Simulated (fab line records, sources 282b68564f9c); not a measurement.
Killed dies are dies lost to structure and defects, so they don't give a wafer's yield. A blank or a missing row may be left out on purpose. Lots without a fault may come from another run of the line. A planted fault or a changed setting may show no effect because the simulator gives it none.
Split-lot experiment | flow rit_cmos | 5 lots, 23 wafers read, on a route of 202 steps

THE SPLIT
At RIT_M1_EXPOSE_06 (exposes mask M12, target cd 2600 nm), the setting dose_mj was moved away from the recipe's 250 on 10 of the 23 wafers read, by -2.4% to +7.3%. The other wafers ran this setting at the recipe's value.

FROM THE SPLIT TO THE READING: what the file shows between them, 7 steps
- RIT_M1_PEB_07
- RIT_M1_DEVELOP_08: develop time 68 s
- RIT_M1_CD_MEAS_09: target cd 2600 nm
- RIT_M1_HARDBAKE_11: time 120 s (also split here: temp_c)
- RIT_M1_METAL_ETCH_12: etches Al in Cl2/BCl3, stops on SiO2, time 165 s, target depth 600 nm
- RIT_M1_STRIP_13: strips in nmp, time 600 s
- RIT_M1_STRIP_14: strips in O2, time 180 s

THE READING
cd_nm, in nm, at RIT_M1_CD_MEAS_90 (target cd 2600 nm). Fault-free wafers of this fab line usually give 2601.5 nm, standard deviation 2.2 nm.

wafer  | tool, chamber at the split | dose_mj as run | against the recipe | cd_nm, nm | against lot-mates on the recipe
L075.1 | iline_stepper-01, 0        | 256.1          | +2.4%              | 2593.6    | -9.0
L075.2 | iline_stepper-01, 0        | 250            | recipe             | 2604.9    | -
L075.4 | iline_stepper-01, 0        | 256.1          | +2.4%              | 2595.0    | -7.6
L075.5 | iline_stepper-01, 0        | 250            | recipe             | 2597.6    | -
L075.6 | iline_stepper-01, 0        | 250            | recipe             | 2605.2    | -
L078.2 | iline_stepper-02, 0        | 250            | recipe             | 2603.7    | -
L078.4 | iline_stepper-02, 0        | 250            | recipe             | 2604.2    | -
L078.5 | iline_stepper-02, 0        | 250            | recipe             | 2602.0    | -
L079.1 | iline_stepper-02, 0        | 259.9          | +4.0%              | 2592.0    | -9.9
L079.2 | iline_stepper-02, 0        | 259.9          | +4.0%              | 2588.2    | -13.7
L079.3 | iline_stepper-02, 0        | 259.9          | +4.0%              | 2590.5    | -11.4
L079.4 | iline_stepper-02, 0        | 250            | recipe             | 2603.2    | -
L079.5 | iline_stepper-02, 0        | 250            | recipe             | 2600.6    | -
L080.1 | iline_stepper-02, 0        | 244.1          | -2.4%              | 2605.4    | +7.5
L080.2 | iline_stepper-02, 0        | 244.1          | -2.4%              | 2604.6    | +6.7
L080.3 | iline_stepper-02, 0        | 250            | recipe             | 2596.6    | -
L080.5 | iline_stepper-02, 0        | 250            | recipe             | 2599.3    | -
L080.6 | iline_stepper-02, 0        | 244.1          | -2.4%              | 2607.4    | +9.5
L082.1 | iline_stepper-01, 0        | 250            | recipe             | 2604.7    | -
L082.2 | iline_stepper-01, 0        | 268.3          | +7.3%              | 2580.9    | -20.9
L082.3 | iline_stepper-01, 0        | 250            | recipe             | 2602.6    | -
L082.4 | iline_stepper-01, 0        | 250            | recipe             | 2598.2    | -
L082.6 | iline_stepper-01, 0        | 268.3          | +7.3%              | 2581.5    | -20.3

THE FIT
A straight line over all 23 wafers: cd_nm changes by -2.67 nm for each +1% of dose_mj; r = -0.95; the points scatter about the line by 2.5 nm.
The same after taking each lot's own level away (the mean of its wafers on the recipe; 23 wafers): -2.95 nm for each +1%; r = -0.97; scatter 2 nm.
On that fit, the largest move of dose_mj shifts the reading by 22 nm.
The lots' own levels span 2597.95 to 2603.30 nm, that is 2.4 times the standard deviation above.
So the lot-to-lot level changes the slope little: the two slopes agree.
Check: with one of the wafers moved furthest among these (+7.3%) left out of the fit, the line predicts -21.7 nm for it against its lot-mates. It came out at -20.9 nm against them.

OTHER SPLITS ON THESE WAFERS
These wafers also went through other splits before the reading. Each is held against what the fit with the lots' levels taken away leaves over:
other split on the same wafers | wafers away from the commonest value | r with cd_nm (lot level and that fit taken away)
RIT_CONTACT_SOFTBAKE_04 temp_c | 11                                   | +0.06
RIT_M1_HARDBAKE_11 temp_c      | 10                                   | -0.31

THE WHOLE CHAIN: every reading that the file lists as answering this split, in the file's order
step                 | what it does                                                          | reading                                                   | change (the file's fit)              | r (the file's)
RIT_M1_CD_MEAS_09    | target cd 2600 nm                                                     | cd_nm                                                     | -2.76 nm for each +1% of the setting | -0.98
RIT_M1_METAL_ETCH_12 | etches Al in Cl2/BCl3, stops on SiO2, time 165 s, target depth 600 nm | M1.cd_nm (the simulator's own value, which no gauge read) | -2.91 nm for each +1% of the setting | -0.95
RIT_M1_CD_MEAS_90    | target cd 2600 nm                                                     | cd_nm                                                     | -2.92 nm for each +1% of the setting | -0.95

THE FILE'S OWN FIT
cd_nm changes by -2.92 nm for each +1% of dose_mj, r = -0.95.
